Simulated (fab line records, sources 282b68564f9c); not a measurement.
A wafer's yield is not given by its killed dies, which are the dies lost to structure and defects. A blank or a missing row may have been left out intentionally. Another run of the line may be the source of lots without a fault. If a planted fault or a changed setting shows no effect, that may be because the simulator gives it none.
Which of the tools did it? -- flow ritCmos -- 13 lots with 39 wafers sampled at 4 steps, on a route of 202 steps

== WHAT THE GAUGES SHOWED, per wafer ==
RIT_FOX2_THK_MEAS_01.
lot,measured,on,FOX2_OXIDE_THK (nm)
L302,day 1 22:20,filmMetro-03,357 354 354
L303,day 2 06:40,filmMetro-04,354 344 347
L304,day 2 08:26,filmMetro-03,340 350 345
L306,day 2 19:59,filmMetro-04,336 339 339
L307,day 2 22:35,filmMetro-01,358 361 357
L308,day 3 02:53,filmMetro-03,349 342 349
L310,day 3 12:21,filmMetro-01,360 360 355
L311,day 3 18:47,filmMetro-01,348 353 349
L313,day 4 05:32,filmMetro-03,339 338 340
L314,day 4 12:11,filmMetro-01,344 348 345
L315,day 4 21:29,filmMetro-04,356 367 355
L319,day 5 15:23,filmMetro-04,319 321 325
L325,day 6 18:22,filmMetro-01,358 361 360

RIT_FOX2_THK_MEAS_90.
lot,measured,on,FIELD_OXIDE_LEFT_1_THK (nm)
L302,day 1 23:13,filmMetro-03,329 327 327
L303,day 2 07:37,filmMetro-03,327 317 319
L304,day 2 09:19,filmMetro-03,313 323 317
L306,day 2 20:52,filmMetro-03,308 312 312
L307,day 2 23:28,filmMetro-03,330 333 329
L308,day 3 03:50,filmMetro-01,322 314 321
L310,day 3 13:14,filmMetro-04,332 332 327
L311,day 3 19:40,filmMetro-03,321 326 321
L313,day 4 06:25,filmMetro-04,311 310 313
L314,day 4 13:08,filmMetro-01,317 320 317
L315,day 4 23:07,filmMetro-01,328 339 327
L319,day 5 16:16,filmMetro-01,291 293 298
L325,day 6 19:16,filmMetro-04,330 333 332

RIT_FOX2_THK_MEAS_91.
lot,measured,on,FIELD_OXIDE_LEFT_2_THK (nm)
L302,day 2 12:34,filmMetro-03,261 259 259
L303,day 2 22:56,filmMetro-01,259 249 252
L304,day 2 23:08,filmMetro-01,245 255 249
L306,day 3 09:41,filmMetro-01,240 245 244
L307,day 3 13:16,filmMetro-01,262 265 262
L308,day 3 16:22,filmMetro-03,254 247 253
L310,day 4 01:41,filmMetro-04,265 264 260
L311,day 4 08:07,filmMetro-01,253 259 254
L313,day 4 23:50,filmMetro-03,243 243 245
L314,day 5 04:49,filmMetro-01,249 252 250
L315,day 5 11:25,filmMetro-04,260 270 259
L319,day 6 07:01,filmMetro-01,222 224 229
L325,day 7 08:55,filmMetro-03,261 265 263

== EACH LOT AND THE TOOL THAT RAN IT (in order: tool; ch and the chambers of the sampled wafers; start) ==
lot,RIT_FOX2_OXIDATION_00
L302,"furnace-03 ch 0, day 1 21:01"
L303,"furnace-03 ch 0, day 2 05:20"
L304,"furnace-01 ch 0, day 2 07:08"
L306,"furnace-01 ch 0, day 2 18:41"
L307,"furnace-03 ch 0, day 2 21:15"
L308,"furnace-03 ch 0, day 3 01:34"
L310,"furnace-03 ch 0, day 3 11:02"
L311,"furnace-01 ch 0, day 3 17:29"
L313,"furnace-04 ch 0, day 4 04:13"
L314,"furnace-04 ch 0, day 4 10:52"
L315,"furnace-03 ch 0, day 4 20:10"
L319,"furnace-03 ch 0, day 5 14:04"
L325,"furnace-01 ch 0, day 6 17:04"
- RIT_FOX2_OXIDATION_00: target thk 350.7 nm, ox time 1130 s.

== AS READ BY THE TOOLS THEMSELVES (means over the sampled wafers that have a number; for cases with no such wafer, the mark the record gives instead) ==
The record holds no such reading with a usual standard deviation.

== THE ANSWER, worked out from the rows above alone ==
Rule: the usual values come from the lots themselves. Put in order of their means at a reading, lots are off if they are a third of the lots or fewer, leave a main group of 4 or more, and stand apart from it by a gap of 3 or more times the standard deviation of the main group's means; of several such gaps the widest counts. A main group whose means are all the same, to the digits that the tables above print for the reading, isn't used. A lot without any number at a reading at which 4 lots or more have one is off too. Where the step has rows for the other lots, those lots are counted as sound. After the gauges, taken in route order, come the tools' own readings; for these a lot's mean is taken, as printed above. At the first step where some lot is off, the reading lying furthest off is the one used; lots without a number count as furthest.
None of the lots is off at any reading shown; this tells nothing.

== WHAT THE SIMULATOR PUT IN ==
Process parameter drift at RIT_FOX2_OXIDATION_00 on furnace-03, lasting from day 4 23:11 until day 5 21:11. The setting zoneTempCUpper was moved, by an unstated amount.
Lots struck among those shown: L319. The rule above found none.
